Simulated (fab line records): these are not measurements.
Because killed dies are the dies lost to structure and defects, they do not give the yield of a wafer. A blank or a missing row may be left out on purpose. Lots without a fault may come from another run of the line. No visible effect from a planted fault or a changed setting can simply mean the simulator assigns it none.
The tool behind it: which one? ; flow ritCmos ; Sampling: 14 lots, 42 wafers, 2 of 202 route steps

== WHAT THE GAUGES SHOWED, per wafer ==
RIT_ACTIVE_THK_MEAS_04.
lot;measured;on;ACTIVE_NITRIDE_THK (nm)
L969;day 1 18:32;filmMetro-03;151.4 151.2 151.4
L970;day 1 23:38;filmMetro-01;152.5 152.7 151.9
L972;day 2 10:16;filmMetro-01;150.1 152.0 150.7
L973;day 2 15:26;filmMetro-04;150.9 150.5 149.6
L974;day 2 20:55;filmMetro-03;149.2 149.6 148.2
L975;day 3 02:23;filmMetro-01;147.9 147.8 149.0
L976;day 3 05:56;filmMetro-03;148.7 149.9 149.1
L977;day 3 12:25;filmMetro-03;148.5 149.1 147.4
L979;day 4 00:23;filmMetro-03;150.4 150.8 149.2
L980;day 4 02:36;filmMetro-04;151.2 152.0 151.2
L981;day 4 08:18;filmMetro-04;149.4 149.9 149.9
L982;day 4 12:14;filmMetro-03;147.9 147.9 146.9
L983;day 4 20:16;filmMetro-04;297.4 296.9 297.2 297.4 296.6 297.5
L990;day 6 07:13;filmMetro-01;303.7 303.3 304.5 303.6 303.1 304.3

== WHAT TOOL EACH LOT RAN ON (gives the tool, then ch and the chambers of the sampled wafers, and finally the start) ==
lot;RIT_ACTIVE_CVD_03
L969;lpcvd-01 ch 1, day 1 17:07
L970;lpcvd-01 ch 0, day 1 22:13
L972;lpcvd-01 ch 1, day 2 08:51
L973;lpcvd-01 ch 0, day 2 14:01
L974;lpcvd-01 ch 0, day 2 19:29
L975;lpcvd-02 ch 1, day 3 00:16
L976;lpcvd-01 ch 1, day 3 04:30
L977;lpcvd-01 ch 1, day 3 11:00
L979;lpcvd-01 ch 0, day 3 22:57
L980;lpcvd-01 ch 1, day 4 01:10
L981;lpcvd-01 ch 1, day 4 06:53
L982;lpcvd-02 ch 1, day 4 10:07
L983;lpcvd-02 ch 0, day 4 15:47
L990;lpcvd-01 ch 0, day 6 04:13
- RIT_ACTIVE_CVD_03: deposits Si3N4 from SiH2Cl2/NH3, target thk 150 nm, time 1500 s.

== WHAT THE TOOLS THEMSELVES READ (means of the sampled wafers that have a number; where no wafer has one, the mark that the record gives instead) ==
The record holds no such reading with a usual standard deviation.

== THE ANSWER, worked out from the rows above alone ==
Rule: the lots themselves supply what counts as usual. Put in order of their means at a reading, lots are off if they are a third of the lots or fewer, leave a main group of 4 or more, and stand apart from it by a gap of 3 or more times the standard deviation of the main group's means; of several such gaps the widest counts. The tables above print the reading to a certain number of digits; a main group whose means all agree to those digits is not used. Also off: a lot with no number at a reading for which 4 or more lots have one. All remaining lots with rows at the step are treated as sound. The gauges are gone through in route order, then the tools' own readings, and for those a lot's mean is taken as printed above. At the first step where some lot is off, the reading lying furthest off is the one used; lots without a number count as furthest.
Off: at RIT_ACTIVE_THK_MEAS_04 (ACTIVE_NITRIDE_THK), L983, L990. The main group has a mean of 149.9 nm with a standard deviation of 1.4.
If a tool, at a process step before that reading, ran all the lots that are off and no sound lot after the first of them, it fits. Those tools and the gauges at RIT_ACTIVE_THK_MEAS_04 are tried in the same way. Of those tried, none fits.

== WHAT THE SIMULATOR HAD PUT IN ==
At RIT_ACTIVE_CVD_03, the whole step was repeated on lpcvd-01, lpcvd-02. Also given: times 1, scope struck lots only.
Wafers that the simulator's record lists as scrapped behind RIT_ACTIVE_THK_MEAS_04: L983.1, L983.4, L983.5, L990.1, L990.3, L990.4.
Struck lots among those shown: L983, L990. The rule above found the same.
